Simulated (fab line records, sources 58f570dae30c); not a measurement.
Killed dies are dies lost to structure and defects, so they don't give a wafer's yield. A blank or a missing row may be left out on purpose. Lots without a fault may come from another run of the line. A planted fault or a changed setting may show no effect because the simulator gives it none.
Split-lot experiment | flow berkeley_cmos170 | 5 lots, 23 wafers read, on a route of 331 steps

THE SPLIT
At UCB170_M2_SPUTTER_01 (material Al, target thk 900 nm, time 120 s), the setting power_w was moved away from the recipe's 6000 W on 7 of the 23 wafers read, by -5.9% to +10.8%. The other wafers ran this setting at the recipe's value.

FROM THE SPLIT TO THE READING: what the file shows between them, 1 step
- UCB170_M2_RS_MEAS_02: measures by four-point-probe

THE READING
M2_AL_THK, in nm, at UCB170_M2_THK_MEAS_03 (measures by xrf). Fault-free wafers of this fab line usually give 887 nm, standard deviation 11 nm.

wafer  | tool, chamber at the split | power_w as run, W | against the recipe | M2_AL_THK, nm | against lot-mates on the recipe
L076.1 | pvd_sputter-01, -          | 6000              | recipe             | 896           | -
L076.2 | pvd_sputter-01, -          | 6646              | +10.8%             | 995           | +107
L076.3 | pvd_sputter-01, -          | 6000              | recipe             | 882           | -
L076.4 | pvd_sputter-01, -          | 6000              | recipe             | 885           | -
L076.6 | pvd_sputter-01, -          | 6646              | +10.8%             | 990           | +102
L077.1 | pvd_sputter-01, -          | 6000              | recipe             | 889           | -
L077.2 | pvd_sputter-01, -          | 6000              | recipe             | 875           | -
L077.3 | pvd_sputter-01, -          | 6000              | recipe             | 899           | -
L077.4 | pvd_sputter-01, -          | 6000              | recipe             | 886           | -
L077.6 | pvd_sputter-01, -          | 6000              | recipe             | 875           | -
L079.1 | pvd_sputter-02, -          | 6000              | recipe             | 910           | -
L079.2 | pvd_sputter-02, -          | 6198              | +3.3%              | 916           | +16
L079.4 | pvd_sputter-02, -          | 6000              | recipe             | 891           | -
L079.5 | pvd_sputter-02, -          | 6198              | +3.3%              | 917           | +16
L079.6 | pvd_sputter-02, -          | 6198              | +3.3%              | 924           | +24
L081.1 | pvd_sputter-01, -          | 6000              | recipe             | 884           | -
L081.2 | pvd_sputter-01, -          | 6000              | recipe             | 885           | -
L081.4 | pvd_sputter-01, -          | 5643              | -5.9%              | 829           | -57
L081.5 | pvd_sputter-01, -          | 6000              | recipe             | 888           | -
L081.6 | pvd_sputter-01, -          | 5643              | -5.9%              | 837           | -49
L083.1 | pvd_sputter-01, -          | 6000              | recipe             | 885           | -
L083.5 | pvd_sputter-01, -          | 6000              | recipe             | 897           | -
L083.6 | pvd_sputter-01, -          | 6000              | recipe             | 896           | -

THE FIT
A straight line over all 23 wafers: M2_AL_THK changes by +9.52 nm for each +1% of power_w; r = +0.98; the points scatter about the line by 7.9 nm.
The same after taking each lot's own level away (the mean of its wafers on the recipe; 23 wafers): +9.2 nm for each +1%; r = +0.98; scatter 8.1 nm.
On that fit, the largest move of power_w shifts the reading by 99 nm.
The lots' own levels span 884.8 to 900.5 nm, that is 1.4 times the standard deviation above.
So the lot-to-lot level changes the slope little: the two slopes agree.
Check: with one of the wafers moved furthest among these (+10.8%) left out of the fit, the line predicts +93.2 nm for it against its lot-mates. It came out at +107 nm against them.

OTHER SPLITS ON THESE WAFERS
These wafers also went through other splits before the reading. Each is held against what the fit with the lots' levels taken away leaves over:
other split on the same wafers | wafers away from the commonest value | r with M2_AL_THK (lot level and that fit taken away)
UCB170_V1_EXPOSE_09 dose_mj    | 7                                    | +0.11

THE WHOLE CHAIN: every reading that the file lists as answering this split, in the file's order
step                  | what it does                               | reading                                                                     | change (the file's fit)               | r (the file's)
UCB170_M2_SPUTTER_01  | material Al, target thk 900 nm, time 120 s | Al_of_M2_SPUTTER_01.thk_nm (the simulator's own value, which no gauge read) | +9.24 nm for each +1% of the setting  | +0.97
UCB170_M2_RS_MEAS_02  | measures by four-point-probe               | M2_AL_RS                                                                    | -0.000313 for each +1% of the setting | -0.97
UCB170_M2_THK_MEAS_03 | measures by xrf                            | M2_AL_THK                                                                   | +9.29 for each +1% of the setting     | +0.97

THE FILE'S OWN FIT
M2_AL_THK changes by +9.29 nm for each +1% of power_w, r = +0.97.
